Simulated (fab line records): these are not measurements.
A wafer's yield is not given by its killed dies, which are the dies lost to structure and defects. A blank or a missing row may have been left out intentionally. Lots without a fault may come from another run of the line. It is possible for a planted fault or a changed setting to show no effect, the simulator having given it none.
A lot that was struck, set against a sound lot    flow berkeley cmos170    44 out of 331 route steps
Sound: these wafers, L713.3, L713.4, L713.5. Wafers L707.3, L707.4, L707.6 were the ones struck. The cause comes at the end.
Each step with rows lists, per side, the tool, then ch with its chambers, then its first start. Under that, the readings that differ: sound wafers    struck wafers    difference of the means    sigmas: that difference in standard deviations of wafers without a fault.
alike: readings with means less than 2 such deviations apart, plus words and numbers identical on both sides. not compared: withheld readings, readings lacking a value on some wafer, bounds such as >300 that could conceal the same value, and numbers that have no deviation in the record and whose values overlap.
A row with sigmas, a row that says differs or no value, or rows on one side alone: a step with any of these is where the two part. When numbers do not overlap yet have no deviation, they are printed without sigmas and do not part them. A reading missing from all wafers of one side parts the sides only when that side holds two or more wafers.

first, 3 steps without rows for these wafers: UCB170_PVT_EXPOSE_03 (exposes mask NWELL, target cd 3000 nm); UCB170_PVT_PEB_04; UCB170_PVT_DEVELOP_05 (develop time 45 s).
UCB170_PVT_OVL_MEAS_06:
  sound on overlay-01, day 9 12:20; struck on overlay-02, day 8 01:59
  alike: PVT_OVL
then, 1 step without rows for these wafers: UCB170_PVT_IMPLANT_07.
UCB170_PVT_STRIP_08: strips in O2.
  sound on plasma asher-01 ch 0,1, day 9 12:32; struck on plasma asher-04 ch 0,1, day 8 02:11
  alike: drypump motor current A, oes product au, strip time to endpoint s
  not compared: rf hours counter h
UCB170_PVT_TW_MEAS_09:
  sound on film metro-04, day 9 12:38; struck on film metro-02, day 8 02:17
  alike: PVT_TW
then, 1 step without rows for these wafers: UCB170_GATE_WET_ETCH_00 (etches SiO2 in dHF, time 200 s).
UCB170_FIELD_THK_MEAS_91:
  sound on film metro-01, day 9 12:45; struck on film metro-02, day 8 02:27
  alike: FIELD_OXIDE_LEFT_2_THK
then, 1 step without rows for these wafers: UCB170_GATE_OXIDATION_01 (target thk 6.6 nm, ox time 1800 s).
UCB170_GATE_THK_MEAS_02:
  sound on film metro-02, day 9 19:11; struck on film metro-02, day 8 06:49
  alike: GATE_OXIDE_THK
then, 1 step without rows for these wafers: UCB170_GATE_ANNEAL_03 (time 1800 s).
UCB170_GATE_CVD_04: deposits poly-Si from SiH4, time 1440 s, target thk 214 nm.
  sound on lpcvd-02 ch 1, day 10 01:28; struck on lpcvd-01 ch 1, day 8 12:34
reading                                   sound              struck             difference  sigmas
model.poly-Si_of_GATE_CVD_04.thk nm (nm)  216.3 214.9 215.3  120.8 121.7 120.9  -94.4       
  alike: spike tc source C
UCB170_GATE_THK_MEAS_05:
  sound on film metro-02, day 10 02:53; struck on film metro-02, day 8 14:47
reading             sound              struck             difference  sigmas
GATE_POLY_THK (nm)  216.4 214.9 215.2  120.8 121.7 120.9  -94.4       -45
then, 6 steps without rows for these wafers: UCB170_GATE_COAT_06; UCB170_GATE_COAT_07 (resist thk 900 nm); UCB170_GATE_SOFTBAKE_08 (time 60 s); UCB170_GATE_EXPOSE_09 (exposes mask POLY, target cd 350 nm); UCB170_GATE_PEB_10; UCB170_GATE_DEVELOP_11 (develop time 45 s).
UCB170_GATE_CD_MEAS_12 targets a cd of 350 nm.
  sound on cd sem-02, day 10 03:58; struck on cd sem-01, day 8 16:34
  alike: cd nm
UCB170_GATE_OVL_MEAS_13:
  sound on overlay-02, day 10 04:04; struck on overlay-02, day 8 16:39
  alike: GATE_OVL
UCB170_GATE_ETCH_14: etches BARC in N2/H2.
  sound on rie diel-01 ch 0,2, day 10 04:05; struck on rie diel-01 ch 0,3, day 8 16:41
  alike: bias w, drypump motor current A, h2 flow sccm, oes product au, throttle valve pct
UCB170_GATE_ETCH_15: etches poly-Si in HBr/Cl2, stops on SiO2, time 56.3 s, target depth 278.2 nm.
  sound on rie si-02 ch 0,2,3, day 10 04:08; struck on rie si-02 ch 2,3, day 8 16:43
reading                           sound              struck             difference  sigmas
oes product au (a.u.)             0.839 0.833 0.827  0.582 0.595 0.584  -0.246      -16
model.etch.depth nm (nm)          216.3 214.9 215.3  120.8 121.7 120.9  -94.4       
model.GATE.feature depth nm (nm)  216.3 214.9 215.4  120.8 121.8 121    -94.3       
  alike: bias w, drypump motor current A, he backside leak sccm, mfc cl2 sccm, throttle valve pct
  not compared: rf hours counter h
UCB170_GATE_STRIP_16: strips in O2.
  sound on plasma asher-01 ch 0,1, day 10 04:13; struck on plasma asher-04 ch 0,1, day 8 16:48
  alike: drypump motor current A, oes product au
  not compared: rf hours counter h
UCB170_GATE_CD_MEAS_90 targets a cd of 350 nm.
  sound on cd sem-01, day 10 04:19; struck on cd sem-01, day 8 17:10
  alike: cd nm
then, 7 steps without rows for these wafers: UCB170_GATE_CLEAN_17 (cleans in SPM, time 600 s); UCB170_PLDD_HMDS_00 (prime time 60 s); UCB170_PLDD_COAT_01 (resist thk 900 nm); UCB170_PLDD_SOFTBAKE_02 (time 60 s); UCB170_PLDD_EXPOSE_03 (exposes mask PSELECT, target cd 1200 nm); UCB170_PLDD_PEB_04; UCB170_PLDD_DEVELOP_05 (develop time 45 s).
UCB170_PLDD_CD_MEAS_06 targets a cd of 1200 nm.
  sound on cd sem-01, day 10 05:50; struck on cd sem-01, day 8 19:38
  alike: cd nm
UCB170_PLDD_OVL_MEAS_07:
  sound on overlay-02, day 10 05:55; struck on overlay-02, day 8 19:43
  alike: PLDD_OVL
then, 2 steps without rows for these wafers: UCB170_PLDD_IMPLANT_08; UCB170_PLDD_IMPLANT_09.
UCB170_PLDD_STRIP_10: strips in O2.
  sound on plasma asher-04 ch 0,1, day 10 06:17; struck on plasma asher-04 ch 0,1, day 8 20:05
  alike: drypump motor current A, oes product au, strip time to endpoint s
  not compared: rf hours counter h
UCB170_PLDD_TW_MEAS_11:
  sound on film metro-01, day 10 06:22; struck on film metro-04, day 8 20:10
  alike: PLDD_TW
then, 3 steps without rows for these wafers: UCB170_PLDD_CLEAN_12 (cleans in SPM, time 600 s); UCB170_NLDD_HMDS_00 (prime time 60 s); UCB170_NLDD_COAT_01 (resist thk 900 nm).
UCB170_SILICIDE_PRE_CLEAN_00: preclean etch time 60 s.
  sound on pvd sputter-03, day 11 00:34; struck on pvd sputter-01, day 9 13:55
reading                                   sound              struck             difference  sigmas
model.poly-Si_of_GATE_CVD_04.thk nm (nm)  209.4 208.1 208.4  113.9 114.8 114.1  -94.4       
UCB170_M3_PROBE_99:
  the record holds rows for the sound wafers here (prober-01, day 11 21:06) but none for the struck ones

== WHERE THEY PART ==
First at UCB170_GATE_THK_MEAS_05; last, within this record, at UCB170_M3_PROBE_99.

WHY: what had been put in by the simulator
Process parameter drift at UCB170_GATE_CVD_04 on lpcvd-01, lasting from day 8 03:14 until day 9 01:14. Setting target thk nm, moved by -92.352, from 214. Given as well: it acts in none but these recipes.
